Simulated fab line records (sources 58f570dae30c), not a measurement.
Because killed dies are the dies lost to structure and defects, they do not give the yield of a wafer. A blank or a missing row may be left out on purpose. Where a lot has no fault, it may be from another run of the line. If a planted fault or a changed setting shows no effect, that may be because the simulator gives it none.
fab line records ; flow berkeley-cmos170
record: lots: 15; wafers: 45; last-day: 11
route steps=331 shown V1@267 M2@286 V2@294 M3@316
lots that met no fault: from a run of the same line without faults
start-h: the number of hours between the record's first day and the start of the first shown wafer of the lot ; wait-h: hours from the lot's prior step to this one ; " as in the row above ; L1.1+2: a row that stands for several wafers ; - either no value or no given start ; * or withheld: withheld ; < > ~ a bound
route shown NAME@n: names a module that has steps shown in the file, with the first one's number in the route ; usual: mean/standard deviation taken from wafers without a fault ; same: alike in all rows ; chamber/n: place in a boat ; sites: readings site by site ; _std_site: the standard deviation of these ; _edge_site: the outer-site mean with the inner-site mean subtracted ; radius-mm: for every site, how far away it sits from the centre of the wafer ; mask NAME#n: copy n ; behind: the last tool/chamber to shape the wafer ; hold: reason for holding the lot/hours on hold/outcome of the hold ; device: transistor that didn't switch, given as n, p or np ; end of line: at the end of the route, the tests of the same wafers ; for a step that has no rows: nothing shown but its recipe ; killed: dies lost to structure and defects at the first sort, not the wafer's yield ; map: a wafer's dies, marking killed ones x, the rest . and places with no die _
set.NAME: the setting that was run; set.NAME@STEP: the one run at that earlier step ; model.NAME: the simulator's own value behind a step, which no gauge read
a sample of lots followed through the steps of the route, with each step as a table and each wafer as a row
services: from which hour (start-h, from the record's first day; less than 0 if before it) a tool's chamber was out of use, for how many hours, and why
== steps ==
step: UCB170_V1_OVL_MEAS_13
usual: V1_OVL: -2/5.6
lot.wafer;tool;chamber;start-h;wait-h;V1_OVL[nm]
L606.1;overlay-02;-;150.15;0.1;2
L606.2;overlay-02;-;150.15;0.1;-2
L606.5;overlay-02;-;150.15;0.1;3
L605.1;overlay-01;-;150.43;0.1;-10
L605.4;overlay-01;-;150.43;0.1;-8
L605.5;overlay-01;-;150.43;0.1;-6
L608.2;overlay-02;-;171.26;0.1;-5
L608.3;overlay-02;-;171.26;0.1;-4
L608.5;overlay-02;-;171.26;0.1;-8
L607.4;overlay-01;-;171.38;0.1;2
L607.5;overlay-01;-;171.38;0.1;5
L607.6;overlay-01;-;171.38;0.1;6
L609.3;overlay-02;-;180.99;0.1;4
L609.4;overlay-02;-;180.99;0.1;10
L609.5;overlay-02;-;180.99;0.1;8
L611.1;overlay-02;-;190.01;0.1;-5
L611.4;overlay-02;-;190.01;0.1;-6
L611.6;overlay-02;-;190.01;0.1;-4
L612.1;overlay-01;-;190.23;0.1;-2
L612.3;overlay-01;-;190.23;0.1;-4
L612.5;overlay-01;-;190.23;0.1;-2
L613.2;overlay-01;-;203.96;0.1;-6
L613.3;overlay-01;-;203.96;0.1;-3
L613.5;overlay-01;-;203.96;0.1;-6
L614.1;overlay-02;-;204.05;0.1;-1
L614.4;overlay-02;-;204.05;0.1;-3
L614.6;overlay-02;-;204.05;0.1;-5
L616.1;overlay-01;-;220.26;0.1;-7
L616.3;overlay-01;-;220.26;0.1;-4
L616.4;overlay-01;-;220.26;0.1;-1
L615.2;overlay-02;-;220.47;0.1;-4
L615.3;overlay-02;-;220.47;0.1;2
L615.6;overlay-02;-;220.47;0.1;-5
L622.1;overlay-01;-;239.78;0.1;-5
L622.2;overlay-01;-;239.78;0.1;-9
L622.4;overlay-01;-;239.78;0.1;-9
L623.2;overlay-01;-;253.62;0.1;0
L623.3;overlay-01;-;253.62;0.1;-9
L623.6;overlay-01;-;253.62;0.1;-3
L625.2;overlay-02;-;257.22;0.1;10
L625.4;overlay-02;-;257.22;0.1;13
L625.5;overlay-02;-;257.22;0.1;13
L626.1;overlay-01;-;264.81;0.1;-2
L626.3;overlay-01;-;264.81;0.1;-2
L626.6;overlay-01;-;264.81;0.1;-3
step: UCB170_M2_CD_MEAS_15
recipe: target-cd-nm: 700
usual: cd-nm: 699.9/1.3
lot.wafer;tool;chamber;start-h;wait-h;cd-nm
L606.1;cd-sem-01;-;155.65;-;699.9
L606.2;cd-sem-01;-;155.65;-;698.2
L606.5;cd-sem-01;-;155.65;-;700.2
L605.1;cd-sem-02;-;155.92;-;698.1
L605.4;cd-sem-02;-;155.92;-;699.8
L605.5;cd-sem-02;-;155.92;-;699.0
L607.4;cd-sem-01;-;173.84;-;700.5
L607.5;cd-sem-01;-;173.84;-;700.2
L607.6;cd-sem-01;-;173.84;-;699.0
L608.2;cd-sem-01;-;177.56;-;701.0
L608.3;cd-sem-01;-;177.56;-;700.9
L608.5;cd-sem-01;-;177.56;-;700.2
L609.3;cd-sem-02;-;184.68;-;697.7
L609.4;cd-sem-02;-;184.68;-;696.4
L609.5;cd-sem-02;-;184.68;-;697.8
L611.1;cd-sem-01;-;194.27;-;697.5
L611.4;cd-sem-01;-;194.27;-;699.7
L611.6;cd-sem-01;-;194.27;-;699.6
L612.1;cd-sem-01;-;194.54;-;699.9
L612.3;cd-sem-01;-;194.54;-;699.4
L612.5;cd-sem-01;-;194.54;-;700.0
L613.2;cd-sem-01;-;206.76;-;698.3
L613.3;cd-sem-01;-;206.76;-;698.5
L613.5;cd-sem-01;-;206.76;-;698.3
L614.1;cd-sem-02;-;206.91;-;702.7
L614.4;cd-sem-02;-;206.91;-;702.2
L614.6;cd-sem-02;-;206.91;-;701.0
L616.1;cd-sem-02;-;223.52;-;698.5
L616.3;cd-sem-02;-;223.52;-;698.5
L616.4;cd-sem-02;-;223.52;-;700.0
L615.2;cd-sem-01;-;223.62;-;699.4
L615.3;cd-sem-01;-;223.62;-;698.8
L615.6;cd-sem-01;-;223.62;-;700.3
L622.1;cd-sem-02;-;242.47;-;698.9
L622.2;cd-sem-02;-;242.47;-;697.7
L622.4;cd-sem-02;-;242.47;-;697.7
L623.2;cd-sem-01;-;256.29;-;700.8
L623.3;cd-sem-01;-;256.29;-;702.2
L623.6;cd-sem-01;-;256.29;-;701.4
L625.2;cd-sem-02;-;260.64;-;699.7
L625.4;cd-sem-02;-;260.64;-;700.6
L625.5;cd-sem-02;-;260.64;-;700.2
L626.1;cd-sem-01;-;267.30;-;699.7
L626.3;cd-sem-01;-;267.30;-;699.9
L626.6;cd-sem-01;-;267.30;-;699.4
step: UCB170_V2_CMP_02
recipe: material: SiO2; down-force-psi: 6; platen-rpm: 60; pad-velocity-m-s: 0.75398
usual: motor-current-A: 16.2/1.1
lot.wafer;tool;chamber;start-h;wait-h;motor-current-A
L606.1;cmp-02;1;156.52;0.1;14.8
L606.2;cmp-02;3;156.52;0.1;16.9
L606.5;cmp-02;1;156.52;0.1;14.6
L605.4;cmp-01;0;156.79;0.1;15.6
L605.1;cmp-01;1;156.79;0.1;16.8
L605.5;cmp-01;0;156.79;0.1;16.2
L607.4;cmp-01;3;174.65;0.1;15.4
L607.5;cmp-01;2;174.65;0.1;16.7
L607.6;cmp-01;3;174.65;0.1;16.0
L608.3;cmp-02;2;178.41;0.1;19.3
L608.2;cmp-02;0;178.41;0.1;14.9
L608.5;cmp-02;1;178.41;0.1;15.2
L609.3;cmp-01;0;185.54;0.0;15.9
L609.4;cmp-01;2;185.54;0.0;16.9
L609.5;cmp-01;0;185.54;0.0;15.8
L611.1;cmp-02;1;195.17;0.1;15.7
L611.4;cmp-02;2;195.17;0.1;17.9
L611.6;cmp-02;1;195.17;0.1;15.8
L612.3;cmp-01;3;195.41;0.1;16.2
L612.1;cmp-01;0;195.41;0.1;15.9
L612.5;cmp-01;3;195.41;0.1;15.6
L613.2;cmp-02;3;207.66;0.1;15.1
L613.3;cmp-02;0;207.66;0.1;14.7
L613.5;cmp-02;2;207.66;0.1;18.3
L614.1;cmp-01;0;207.73;0.1;15.0
L614.4;cmp-01;3;207.73;0.1;15.8
L614.6;cmp-01;0;207.73;0.1;15.7
L616.1;cmp-01;1;224.34;0.1;16.6
L616.4;cmp-01;3;224.34;0.1;15.9
L616.3;cmp-01;0;224.34;0.1;15.5
L615.2;cmp-02;0;224.51;0.1;15.0
L615.3;cmp-02;2;224.51;0.1;18.6
L615.6;cmp-02;3;224.51;0.1;15.8
L622.2;cmp-01;2;243.34;0.1;15.5
L622.1;cmp-01;3;243.34;0.1;15.9
L622.4;cmp-01;0;243.34;0.1;15.7
L623.2;cmp-01;0;257.28;0.0;16.1
L623.3;cmp-01;1;257.28;0.0;16.8
L623.6;cmp-01;1;257.28;0.0;16.5
L625.4;cmp-01;2;261.73;0.1;16.6
L625.2;cmp-01;3;261.73;0.1;16.6
L625.5;cmp-01;1;261.73;0.1;16.5
L626.3;cmp-02;3;268.22;0.1;14.7
L626.1;cmp-02;0;268.22;0.1;15.1
L626.6;cmp-02;2;268.22;0.1;19.2
step: UCB170_V2_THK_MEAS_04
recipe: reads: SiO2_of_V2_CVD_00
usual: V2_POLISHED_THK: 1001.0/1
lot.wafer;tool;chamber;start-h;wait-h;V2_POLISHED_THK[nm]
L606.1;film-metro-04;-;156.91;0.1;1000.0
L606.2;film-metro-04;-;156.91;0.1;997.7
L606.5;film-metro-04;-;156.91;0.1;999.3
L605.1;film-metro-02;-;157.16;0.1;1000.5
L605.4;film-metro-02;-;157.16;0.1;1000.4
L605.5;film-metro-02;-;157.16;0.1;1002.8
L607.4;film-metro-03;-;175.05;0.1;1000.9
L607.5;film-metro-03;-;175.05;0.1;1000.9
L607.6;film-metro-03;-;175.05;0.1;1000.6
L608.2;film-metro-03;-;178.79;0.1;1000.4
L608.3;film-metro-03;-;178.79;0.1;1000.3
L608.5;film-metro-03;-;178.79;0.1;1002.6
L609.3;film-metro-03;-;185.98;0.1;1000.6
L609.4;film-metro-03;-;185.98;0.1;1000.5
L609.5;film-metro-03;-;185.98;0.1;1002.4
L611.1;film-metro-04;-;195.59;0.1;1001.4
L611.4;film-metro-04;-;195.59;0.1;1000.7
L611.6;film-metro-04;-;195.59;0.1;1000.9
L612.1;film-metro-03;-;195.78;0.1;1000.7
L612.3;film-metro-03;-;195.78;0.1;999.5
L612.5;film-metro-03;-;195.78;0.1;999.6
L613.2;film-metro-04;-;207.99;0.1;999.6
L613.3;film-metro-04;-;207.99;0.1;1001.3
L613.5;film-metro-04;-;207.99;0.1;1002.5
L614.1;film-metro-02;-;208.15;0.1;1001.1
L614.4;film-metro-02;-;208.15;0.1;1001.5
L614.6;film-metro-02;-;208.15;0.1;1001.0
L616.1;film-metro-02;-;224.76;0.1;1001.3
L616.3;film-metro-02;-;224.76;0.1;1001.3
L616.4;film-metro-02;-;224.76;0.1;1001.8
L615.2;film-metro-03;-;224.89;0.1;1000.5
L615.3;film-metro-03;-;224.89;0.1;1001.0
L615.6;film-metro-03;-;224.89;0.1;1000.9
L622.1;film-metro-04;-;243.71;0.1;1250.8
L622.2;film-metro-04;-;243.71;0.1;1251.9
L622.4;film-metro-04;-;243.71;0.1;1250.7
L623.2;film-metro-02;-;257.71;0.1;1251.4
L623.3;film-metro-02;-;257.71;0.1;1251.0
L623.6;film-metro-02;-;257.71;0.1;1251.4
L625.2;film-metro-03;-;262.06;0.1;1250.9
L625.4;film-metro-03;-;262.06;0.1;1250.3
L625.5;film-metro-03;-;262.06;0.1;1251.4
L626.1;film-metro-02;-;268.54;0.1;1000.6
L626.3;film-metro-02;-;268.54;0.1;999.0
L626.6;film-metro-02;-;268.54;0.1;1000.7
step: UCB170_V2_ETCH_14
recipe: chemistry: CHF3/CF4/Ar; target: SiO2; stop-on: Al; CHF3_flow_sccm: 45; cf4-flow-sccm: 15; Ar_flow_sccm: 150; pressure-mtorr: 200; rf-w: 700; target-depth-a: 12500; over-etch-frac: 0.25; time-s: 291
usual: drypump-motor-current-A: 5.7/0.36; oes-product-au: 0.878/0.015; throttle-valve-pct: 6.96/0.13
same: time-s: 291
lot.wafer;tool;chamber;start-h;wait-h;drypump-motor-current-A;oes-product-au;rf-hours-counter-h;throttle-valve-pct
L606.1;rie-diel-02;2;158.28;0.0;5.6;0.855;97;6.96
L606.2;rie-diel-02;1;158.28;0.0;5.1;0.863;75;7.08
L606.5;rie-diel-02;3;158.28;0.0;5.3;0.869;-;7.02
L605.1;rie-diel-03;0;158.52;0.0;6.5;0.873;146;6.78
L605.4;rie-diel-03;1;158.52;0.0;5.5;0.872;45;7.08
L605.5;rie-diel-03;2;158.52;0.0;6.3;0.887;-;7.13
L607.4;rie-diel-01;2;176.39;0.1;5.9;0.907;-;6.99
L607.5;rie-diel-01;3;176.39;0.1;5.7;0.893;-;6.97
L607.6;rie-diel-01;1;176.39;0.1;5.7;0.863;-;6.78
L608.2;rie-diel-01;3;180.03;0.0;5.7;0.886;52;6.98
L608.3;rie-diel-01;1;180.03;0.0;5.7;0.862;3;6.78
L608.5;rie-diel-01;2;180.03;0.0;5.9;0.902;-;6.97
L609.3;rie-diel-01;3;189.72;0.0;5.7;0.888;53;6.98
L609.4;rie-diel-01;2;189.72;0.0;5.9;0.904;-;6.97
L609.5;rie-diel-01;1;189.72;0.0;5.7;0.866;-;6.79
L611.1;rie-diel-02;3;197.82;0.0;5.3;0.855;35;7.02
L611.4;rie-diel-02;0;197.82;0.0;5.4;0.886;10;6.93
L611.6;rie-diel-02;2;197.82;0.0;5.6;0.861;-;6.97
L612.1;rie-diel-01;2;198.10;0.0;5.9;0.898;113;6.98
L612.3;rie-diel-01;1;198.10;0.0;5.7;0.864;5;6.78
L612.5;rie-diel-01;3;198.10;0.0;5.8;0.886;-;6.98
L613.2;rie-diel-03;2;210.11;0.0;6.2;0.882;136;7.15
L613.3;rie-diel-03;3;210.11;0.0;6.0;0.859;103;7.16
L613.5;rie-diel-03;3;210.11;0.0;5.9;0.863;-;7.15
L614.1;rie-diel-01;1;210.17;0.0;5.7;0.862;5;6.78
L614.4;rie-diel-01;0;210.17;0.0;5.2;0.888;0;6.73
L614.6;rie-diel-01;3;210.17;0.0;5.7;0.888;-;6.97
L616.1;rie-diel-01;1;226.62;0.0;5.7;0.878;6;6.78
L616.3;rie-diel-01;2;226.62;0.0;5.9;0.899;114;6.97
L616.4;rie-diel-01;0;226.62;0.0;5.2;0.889;1;6.73
L615.2;rie-diel-02;2;227.18;0.0;5.6;0.856;101;6.97
L615.3;rie-diel-02;0;227.18;0.0;5.5;0.898;11;6.91
L615.6;rie-diel-02;1;227.18;0.0;5.0;0.864;-;7.06
L622.1;rie-diel-02;1;244.96;0.0;5.1;0.980;79;7.08
L622.2;rie-diel-02;2;244.96;0.0;5.5;0.973;102;6.96
L622.4;rie-diel-02;0;244.96;0.0;5.4;1.004;12;6.91
L623.2;rie-diel-01;0;260.05;0.0;5.1;1.009;3;6.74
L623.3;rie-diel-01;2;260.05;0.0;5.9;1.024;116;7.00
L623.6;rie-diel-01;1;260.05;0.0;5.7;0.975;-;6.79
L625.2;rie-diel-02;2;263.71;0.0;5.6;0.971;102;6.97
L625.4;rie-diel-02;3;263.71;0.0;5.3;0.967;38;7.03
L625.5;rie-diel-02;3;263.71;0.0;5.3;0.975;-;7.03
L626.1;rie-diel-01;0;269.92;0.0;5.2;0.890;4;6.73
L626.3;rie-diel-01;2;269.92;0.0;5.9;0.906;117;6.98
L626.6;rie-diel-01;2;269.92;0.0;5.9;0.906;-;6.97
step: UCB170_M3_STRIP_07
recipe: chemistry: O2; power-w: 400; pressure-mtorr: 3500; platen-temp-c: withheld; o2-flow-sccm: 400; overash-fraction: 0.5
usual: drypump-motor-current-A: 5.7/0.42; oes-product-au: 0.735/0.0043; strip-time-to-endpoint-s: 21.97/0.058
lot.wafer;tool;chamber;start-h;wait-h;drypump-motor-current-A;oes-product-au;rf-hours-counter-h;strip-time-to-endpoint-s
L606.1;plasma-asher-04;1;159.46;0.1;5.0;0.732;38;21.92
L606.2;plasma-asher-04;0;159.46;0.1;5.4;0.733;38;21.87
L606.5;plasma-asher-04;1;159.46;0.1;5.0;0.732;-;21.90
L605.1;plasma-asher-02;0;159.93;0.1;5.8;0.736;6;22.01
L605.4;plasma-asher-02;1;159.93;0.1;5.8;0.733;-;22.01
L605.5;plasma-asher-02;1;159.93;0.1;5.8;0.740;-;22.03
L607.4;plasma-asher-02;1;177.52;0.1;5.8;0.735;-;21.92
L607.5;plasma-asher-02;1;177.52;0.1;5.8;0.732;-;21.87
L607.6;plasma-asher-02;0;177.52;0.1;5.8;0.732;-;21.91
L608.2;plasma-asher-03;1;181.31;0.1;6.3;0.735;49;22.00
L608.3;plasma-asher-03;1;181.31;0.1;6.3;0.732;-;21.96
L608.5;plasma-asher-03;0;181.31;0.1;5.6;0.740;-;21.99
L609.3;plasma-asher-02;1;191.29;0.1;5.8;0.736;-;21.91
L609.4;plasma-asher-02;0;191.29;0.1;5.8;0.736;-;21.95
L609.5;plasma-asher-02;0;191.29;0.1;5.8;0.739;-;21.95
L611.1;plasma-asher-02;0;199.00;0.1;5.8;0.737;11;21.92
L611.4;plasma-asher-02;0;199.00;0.1;5.8;0.730;-;21.91
L611.6;plasma-asher-02;1;199.00;0.1;5.8;0.734;-;21.89
L612.1;plasma-asher-03;1;199.50;0.1;6.4;0.733;51;22.05
L612.3;plasma-asher-03;1;199.50;0.1;6.4;0.735;-;22.01
L612.5;plasma-asher-03;0;199.50;0.1;5.7;0.734;-;22.06
L613.2;plasma-asher-02;1;211.77;0.1;5.8;0.737;12;21.90
L613.3;plasma-asher-02;1;211.77;0.1;5.8;0.731;-;21.93
L613.5;plasma-asher-02;0;211.77;0.1;5.8;0.739;-;21.94
L614.1;plasma-asher-03;1;211.93;0.1;6.3;0.731;52;21.95
L614.4;plasma-asher-03;1;211.93;0.1;6.3;0.730;-;22.02
L614.6;plasma-asher-03;0;211.93;0.1;5.6;0.742;-;22.03
L616.1;plasma-asher-04;1;228.07;0.1;5.0;0.734;43;21.98
L616.3;plasma-asher-04;0;228.07;0.1;5.4;0.738;-;22.04
L616.4;plasma-asher-04;1;228.07;0.1;5.0;0.732;-;21.97
L615.2;plasma-asher-04;1;228.52;0.1;5.0;0.739;43;21.89
L615.3;plasma-asher-04;0;228.52;0.1;5.4;0.736;-;21.86
L615.6;plasma-asher-04;0;228.52;0.1;5.4;0.735;-;21.84
L623.3;plasma-asher-03;0;261.26;0.1;5.6;0.741;-;22.10
L623.6;plasma-asher-03;1;261.26;0.1;6.3;0.738;-;22.06
L626.1;plasma-asher-03;1;271.10;0.1;6.3;0.737;60;21.94
L626.3;plasma-asher-03;1;271.10;0.1;6.4;0.734;-;21.93
L626.6;plasma-asher-03;1;271.10;0.1;6.4;0.733;-;21.90
== services ==
tool;chamber;start-h;hours;kind
rie-diel-01;0;142.40;44.4;repair
plasma-asher-04;-;150.25;2.8;pm
rie-diel-01;-;152.03;4.4;repair
rie-diel-01;-;156.83;0.5;repair
plasma-asher-04;-;164.85;29.1;pm
rie-diel-02;1;184.06;2.1;repair
rie-diel-03;-;185.31;2.1;repair
rie-diel-01;0;186.76;-;clean
rie-diel-01;0;186.76;15.1;scheduled-down
rie-diel-01;0;186.76;15.1;vent-cycle
rie-diel-03;0;190.11;-;clean
rie-diel-03;0;190.11;25.9;scheduled-down
rie-diel-03;0;190.11;25.9;vent-cycle
rie-diel-03;2;215.00;13.8;repair
plasma-asher-02;-;217.50;15.6;pm
cmp-01;-;232.00;4.0;pm
cmp-01;-;236.00;-;consumable-replace:conditioner
cmp-01;-;236.00;-;consumable-replace:pad
rie-diel-03;2;253.46;-;clean
== key ==
first-sign: step: UCB170_V2_THK_MEAS_04; reading: V2_POLISHED_THK; direction: up; sigmas: 99+; usual: 1001.0; struck: 1251.1
effect: step: UCB170_V2_ETCH_14; reading: oes-product-au; direction: up; sigmas: 7; usual: 0.878; struck: 0.986
met-at UCB170_V2_CMP_02
struck-lots L622,L623,L625
later-rows-left-out L622.1,L622.2,L622.4,L623.2,L625.2,L625.4,L625.5
sort-left-out L622.1,L622.2,L622.4,L623.2,L623.3,L623.6,L625.2,L625.4,L625.5
not-acting-at UCB170_V1_OVL_MEAS_13,UCB170_M2_CD_MEAS_15,UCB170_M3_STRIP_07
onset-between 224.34 243.34
fault: kind: process-parameter-drift; tool: cmp-01; chamber: -; onset-h: 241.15; steps: UCB170_V2_CMP_02; channel: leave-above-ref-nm; offset: 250; shape: step; end-h: 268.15; acts-in: these-recipes-only; stated: 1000
sort-left-out: the simulated sort isn't trusted on such a fault, so these wafers' sort isn't shown, and their yield isn't known
later-rows-left-out: the simulator's readings of these wafers behind a module that went badly wrong aren't trusted and aren't shown, but for the sort
